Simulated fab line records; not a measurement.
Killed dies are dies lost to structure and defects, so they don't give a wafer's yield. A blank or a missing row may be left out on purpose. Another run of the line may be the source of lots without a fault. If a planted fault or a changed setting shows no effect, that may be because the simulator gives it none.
A lot that was struck, set against a sound lot / flow rit-cmos / 26 out of 202 route steps
Sound: the wafers L909.1, L909.2, L909.5. Wafers L930.2, L930.3, L930.5 were the ones struck. The cause is given at the end.
For every step that has rows: the tool of each side, followed by ch and its chambers, followed by its first start. Under that, the readings that differ: sound wafers / struck wafers / difference of the means / sigmas: that difference in standard deviations of wafers without a fault.
alike: a reading whose means differ by less than 2 such deviations, as well as words and numbers matching on both sides. not compared: withheld readings; readings where some wafer has no value; bounds like >300 that might hide an equal value; numbers whose values overlap and for which the record gives no deviation.
The two part at a step that has a row with sigmas, a row that says differs or no value, or rows on one side only. Numbers that don't overlap but have no deviation are shown without sigmas and don't part them. A reading missing from all wafers of one side parts the sides only when that side holds two or more wafers.

first, 1 step without rows for these wafers: RIT_PRETRO_IMPLANT_08.
RIT_PRETRO_STRIP_09: strips in O2, time 180 s.
  sound on plasma-asher-02 ch 0,1, day 2 07:47; struck on plasma-asher-03 ch 0,1, day 6 19:02
  alike: drypump-motor-current-A, o2-flow-sccm
  not compared: rf-hours-counter-h
RIT_PRETRO_TW_MEAS_10:
  sound on film-metro-04 at day 2 07:58; struck on film-metro-04 at day 6 19:14
  alike: PRETRO_TW
then, 5 steps without rows for these wafers: RIT_GATE_WET_ETCH_00 (etches SiO2 in BOE, target depth 56 nm, time 60 s); RIT_GATE_CLEAN_01 (cleans in SC1, time 600 s); RIT_GATE_CLEAN_02 (cleans in dHF, time 30 s); RIT_GATE_CLEAN_03 (cleans in SC2, time 600 s); RIT_GATE_CLEAN_04 (cleans in dHF, time 58.39 s).
RIT_FOX2_THK_MEAS_91:
  sound on film-metro-02 at day 2 08:26; struck on film-metro-01 at day 6 19:43
  alike: FIELD_OXIDE_LEFT_2_THK
then, 2 steps without rows for these wafers: RIT_GATE_OXIDATION_05 (target thk 3 nm, ox time 270 s); RIT_GATE_ANNEAL_06 (time 600 s).
RIT_GATE_THK_MEAS_07:
  sound on film-metro-03 at day 2 12:49; struck on film-metro-02 at day 6 22:19
reading=GATE_OXIDE_THK (nm); sound=3.20 3.12 3.11; struck=3.07 2.95 2.94; difference=-0.16; sigmas=-2
RIT_GATE_CVD_08: deposits poly-Si from SiH4, target thk 250 nm, time 2220 s.
  sound on lpcvd-02 ch 1, day 2 12:52; struck on lpcvd-01 ch 1, day 6 22:22
reading=spike-tc-centre-C (C); sound=611.9 611.4 611.6; struck=627.2 625.5 624.5; difference=+14.1; sigmas=+13
reading=spike-tc-source-C (C); sound=630.3 631.9 629.2; struck=646.9 648.0 646.8; difference=+16.8; sigmas=+9
reading=susceptor-temp-C (C); sound=609.74 609.99 609.94; struck=625.24 625.08 624.93; difference=+15.19; sigmas=+54
reading=model.poly-Si_of_GATE_CVD_08.thk-nm (nm); sound=244.6 245.4 246.7; struck=356.6 356.9 358.2; difference=+111.7; sigmas=
  alike: sih4-flow-sccm, zone-power-load-pct
RIT_GATE_THK_MEAS_09:
  sound on film-metro-03 at day 2 14:29; struck on film-metro-03 at day 6 23:59
reading=GATE_POLY_THK (nm); sound=244.5 245.6 246.8; struck=356.7 356.8 358.4; difference=+111.7; sigmas=+39
then, 6 steps without rows for these wafers: RIT_GATE_HMDS_10 (prime time 60 s); RIT_GATE_COAT_11 (resist thk 850 nm); RIT_GATE_SOFTBAKE_12 (time 60 s); RIT_GATE_EXPOSE_13 (exposes mask M6, target cd 150 nm); RIT_GATE_PEB_14; RIT_GATE_DEVELOP_15 (develop time 50 s).
RIT_GATE_CD_MEAS_16: the cd target is 150 nm.
  sound on cd-sem-02 at day 2 15:32; struck on cd-sem-02 at day 7 01:02
  alike: cd-nm
RIT_GATE_OVL_MEAS_17:
  sound on overlay-02 at day 2 15:40; struck on overlay-01 at day 7 01:08
  alike: GATE_OVL
then, 1 step without rows for these wafers: RIT_GATE_HARDBAKE_18 (time 60 s).
RIT_GATE_ETCH_19: etches poly-Si in SF6/CHF3/O2, stops on SiO2, time 165 s, target depth 312.5 nm.
  sound on rie-si-01 ch 0,1,2, day 2 15:50; struck on rie-si-02 ch 0,3, day 7 01:19
reading=drypump-motor-current-A (A); sound=5.6 6.4 6.4; struck=5.3 5.3 5.3; difference=-0.8; sigmas=-2
reading=oes-product-au (a.u.); sound=0.856 0.833 0.836; struck=1.046 0.977 0.990; difference=+0.163; sigmas=+13
reading=model.GATE.feature-depth-nm (nm); sound=244.6 245.4 246.7; struck=324.5 306.5 308.7; difference=+67.7; sigmas=
reading=model.etch.depth-nm (nm); sound=244.6 245.4 246.7; struck=324.5 306.5 308.7; difference=+67.7; sigmas=
  alike: throttle-valve-pct
  not compared: rf-hours-counter-h
RIT_GATE_STRIP_20: strips in O2, time 180 s.
  sound on plasma-asher-04 ch 0,1, day 2 15:57; struck on plasma-asher-01 ch 1, day 7 01:26
  alike: drypump-motor-current-A, o2-flow-sccm
  not compared: rf-hours-counter-h
RIT_M1_PROBE_99:
  sound on prober-02 at day 3 14:18; struck on prober-01 at day 7 22:19
reading=killed-at-front-end; sound=10 5 10; struck=264 264 264; difference=+256; sigmas=+82
reading=killed-dies; sound=10 5 10; struck=264 264 264; difference=+256; sigmas=+80
reading=killed-on-rim; sound=5 0 1; struck=70 70 70; difference=+68; sigmas=+42
  alike: killed-open, killed-short

WHERE THEY PART
Earliest at RIT_GATE_THK_MEAS_07; latest, in this record, at RIT_M1_PROBE_99.

WHY: whatever the simulator had introduced
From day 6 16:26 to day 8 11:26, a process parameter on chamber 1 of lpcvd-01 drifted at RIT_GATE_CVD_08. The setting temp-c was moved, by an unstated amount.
